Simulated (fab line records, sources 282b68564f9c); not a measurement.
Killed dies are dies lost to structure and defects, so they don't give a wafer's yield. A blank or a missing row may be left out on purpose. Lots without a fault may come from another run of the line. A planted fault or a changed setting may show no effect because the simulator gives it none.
A struck lot beside a sound one | flow rit_cmos | 43 steps out of a route of 202
Sound: wafers L367.2, L367.3, L367.4. Struck: wafers L369.2, L369.5, L369.6. The cause comes at the end.
At each step with rows: each side's tool, then ch and its chambers, then its first start. Under that, the readings that differ: sound wafers | struck wafers | difference of the means | sigmas: that difference in standard deviations of wafers without a fault.
alike: readings whose means differ by less than 2 such deviations, and words and numbers that are the same on both sides. not compared: withheld readings, readings that some wafer has no value for, bounds like >300 that may hide the same value, and numbers for which the record gives no deviation and whose values overlap.
The two part at a step that has a row with sigmas, a row that says differs or no value, or rows on one side only. Numbers that don't overlap but have no deviation are shown without sigmas and don't part them. A reading that every wafer of one side lacks parts them only if that side has two wafers or more.

first, 4 steps without rows for these wafers: RIT_PLDD_SOFTBAKE_02 (time 60 s); RIT_PLDD_EXPOSE_03 (exposes mask M8, target cd 40900 nm); RIT_PLDD_PEB_04; RIT_PLDD_DEVELOP_05 (develop time 50 s).
RIT_PLDD_OVL_MEAS_06:
  sound on overlay-02, day 4 05:37; struck on overlay-01, day 4 10:44
  alike: PLDD_OVL
then, 2 steps without rows for these wafers: RIT_PLDD_HARDBAKE_07 (time 60 s); RIT_PLDD_IMPLANT_08.
RIT_PLDD_STRIP_09: strips in O2, time 180 s.
  sound on plasma_asher-02 ch 0,1, day 4 05:57; struck on plasma_asher-04 ch 0,1, day 4 11:04
  alike: drypump_motor_current_A
  not compared: rf_hours_counter_h
RIT_PLDD_TW_MEAS_10:
  sound on film_metro-03, day 4 06:08; struck on film_metro-01, day 4 11:15
  alike: PLDD_TW
then, 3 steps without rows for these wafers: RIT_SPACER_CLEAN_00 (cleans in SC1, time 600 s); RIT_SPACER_CLEAN_01 (cleans in dHF, time 30 s); RIT_SPACER_CLEAN_02 (cleans in SC2, time 600 s).
RIT_SPACER_CVD_03: deposits Si3N4 from SiH2Cl2/NH3, target thk 250 nm, time 3300 s.
  sound on lpcvd-01 ch 0, day 4 06:46; struck on lpcvd-02 ch 0, day 4 11:41
  alike: sih2cl2_flow_sccm
RIT_SPACER_THK_MEAS_04:
  sound on film_metro-02, day 4 08:42; struck on film_metro-04, day 4 13:37
  alike: SPACER_NITRIDE_THK
RIT_SPACER_ETCHBACK_05: etches Si3N4 in SF6/CHF3, stops on SiO2, target depth 250 nm, time 240 s.
  sound on rie_diel-02 ch 1,2,3, day 4 08:45; struck on rie_diel-03 ch 0,3, day 4 13:40
  alike: CHF3_flow_sccm, drypump_motor_current_A, oes_product_au, throttle_valve_pct
  not compared: rf_hours_counter_h
then, 6 steps without rows for these wafers: RIT_NSD_HMDS_00 (prime time 60 s); RIT_NSD_COAT_01 (resist thk 1000 nm); RIT_NSD_SOFTBAKE_02 (time 60 s); RIT_NSD_EXPOSE_03 (exposes mask M9, target cd 40700 nm); RIT_NSD_PEB_04; RIT_NSD_DEVELOP_05 (develop time 50 s).
RIT_NSD_OVL_MEAS_06:
  sound on overlay-02, day 4 09:53; struck on overlay-01, day 4 14:40
  alike: NSD_OVL
then, 2 steps without rows for these wafers: RIT_NSD_HARDBAKE_07 (time 60 s); RIT_NSD_IMPLANT_08.
RIT_NSD_STRIP_09: strips in O2, time 180 s.
  sound on plasma_asher-01 ch 0,1, day 4 10:13; struck on plasma_asher-01 ch 0,1, day 4 15:04
  alike: drypump_motor_current_A
  not compared: rf_hours_counter_h
RIT_NSD_TW_MEAS_10:
  sound on film_metro-02, day 4 10:23; struck on film_metro-02, day 4 15:14
  alike: NSD_TW
then, 6 steps without rows for these wafers: RIT_PSD_HMDS_00 (prime time 60 s); RIT_PSD_COAT_01 (resist thk 1000 nm); RIT_PSD_SOFTBAKE_02 (time 60 s); RIT_PSD_EXPOSE_03 (exposes mask M10, target cd 40900 nm); RIT_PSD_PEB_04; RIT_PSD_DEVELOP_05 (develop time 50 s).
RIT_PSD_OVL_MEAS_06:
  sound on overlay-02, day 4 11:18; struck on overlay-02, day 4 16:17
  alike: PSD_OVL
then, 2 steps without rows for these wafers: RIT_PSD_HARDBAKE_07 (time 60 s); RIT_PSD_IMPLANT_08.
RIT_PSD_STRIP_09: strips in O2, time 180 s.
  sound on plasma_asher-03 ch 0,1, day 4 11:38; struck on plasma_asher-01 ch 0,1, day 4 16:49
  reading                     | sound       | struck      | difference | sigmas
  drypump_motor_current_A (A) | 6.8 6.8 6.0 | 5.8 5.4 5.8 | -0.9       | -2
  not compared: rf_hours_counter_h
RIT_PSD_TW_MEAS_10:
  sound on film_metro-02, day 4 11:49; struck on film_metro-01, day 4 17:01
  alike: PSD_TW
then, 3 steps without rows for these wafers: RIT_SDANNEAL_CLEAN_00 (cleans in SC1, time 600 s); RIT_SDANNEAL_CLEAN_01 (cleans in dHF, time 30 s); RIT_SDANNEAL_CLEAN_02 (cleans in SC2, time 600 s).
RIT_SDANNEAL_RTA_03: time 5 s.
  sound on rtp_anneal-01 ch 0, day 4 12:16; struck on rtp_anneal-01 ch 0, day 4 17:26
  alike: wafer_temp_C_max
RIT_SDANNEAL_RS_MEAS_04: measures by four-point-probe.
  sound on film_metro-01, day 4 12:20; struck on film_metro-03, day 4 17:30
  alike: PSD_RS
RIT_M1_PROBE_99:
  sound on prober-02, day 4 19:48; struck on prober-02, day 5 00:58
  reading             | sound | struck   | difference | sigmas
  killed_at_front_end | 3 4 8 | 20 23 25 | +18        | +6
  killed_dies         | 3 4 8 | 20 23 25 | +18        | +6
  killed_on_rim       | 0 1 1 | 9 11 11  | +10        | +6
  alike: killed_at_M0_to_M3, killed_at_contacts, killed_open, killed_short

WHERE THEY PART
First at RIT_PSD_STRIP_09; last, within this record, at RIT_M1_PROBE_99.

WHY: what the simulator had put in
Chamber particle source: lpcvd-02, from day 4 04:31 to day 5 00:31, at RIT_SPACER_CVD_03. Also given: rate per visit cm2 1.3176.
